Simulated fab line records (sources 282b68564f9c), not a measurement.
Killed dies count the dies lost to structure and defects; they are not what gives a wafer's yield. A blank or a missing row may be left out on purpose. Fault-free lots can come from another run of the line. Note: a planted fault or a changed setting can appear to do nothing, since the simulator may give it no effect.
Problem report in the 8D (eight disciplines) form, filled by code ; flow rit-cmos ; the parts of the form that need people (team, actions taken, sign-off) are left out

1. THE ISSUE
Mean of run-length-s at RIT_FOX2_WET_ETCH_03: 2818 s across 6 wafers in 2 lots; on wafers with no fault it is 2729 s (standard deviation 3.8). Relative to the usual mean, that is a shift of +23 standard deviations.
The step: etches Si3N4 in H3PO4, target depth 195 nm, time 2700 s.
Seen first at day 5 14:00 on wet-bench-02, wafer L255.2. The record holds 42 wafers of 14 lots with a number at this step. The rule behind "out" and "out of limits": a value lying over 4 standard deviations away from the usual mean. The rest of the wafers with a number are treated as sound.

2. WHAT IT IS, WHAT IT ISN'T
question;is;is not
which readings at this step;run-length-s;-
which lots;L255, L256;L238, L239, L240, L241, L242, L243, L244, L245, L257, L258, L260, L261
which wafers of those lots;all that have a number;-
read on which tools;wet-bench-02;wet-bench-03, wet-bench-04
when;from day 5 14:00;"up to then (24 sound wafers); but 12 sound wafers of L257, L258, L260, L261 came after"

3. SUSPECTS, AND WHAT RULES EACH OUT
Counting: a tool stays on the suspect list if, at a process step up to the reading, it processed all lots that are out and no sound lot following the first of them.
- wet-bench-02 at RIT_FOX2_WET_ETCH_03 (etches Si3N4 in H3PO4, target depth 195 nm, time 2700 s): kept. Every lot that is out went through it, starting with L255 (day 5 14:00), and after that it ran no sound lot; the last sound lot it ran before then is L245 (day 3 07:43). Its own readings are out on those wafers: run-length-s.
Left after counting: wet-bench-02 at RIT_FOX2_WET_ETCH_03.

4. THE CAUSE (what the simulator had put in)
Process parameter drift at RIT_FOX2_WET_ETCH_03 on wet-bench-02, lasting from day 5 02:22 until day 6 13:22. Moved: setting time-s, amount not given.
After counting, this tool was the only one left.

5. THE EFFECT CHAIN, in route order
Rows list readings where the struck wafers' mean (over those with a number) sits beyond 3 standard deviations from the usual. Readings are gone through only where the record gives a usual standard deviation; hours: the median, over the lots, of the time from a lot's start at the first step in this table giving one to that lot's start at this step; sigmas: the change measured in usual standard deviations.
hours;step;reading;usual;on struck wafers;change;sigmas
0;RIT_FOX2_WET_ETCH_03;run-length-s;2729 s;2818;+88;+23
Here are the process steps it includes:
- RIT_FOX2_WET_ETCH_03: etches Si3N4 in H3PO4, target depth 195 nm, time 2700 s.

6. HOW IT WOULD HAVE BEEN CAUGHT EARLIER
In this record no reading fell out of limits until day 5 14:00, 12 hours after the fault had begun at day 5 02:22.
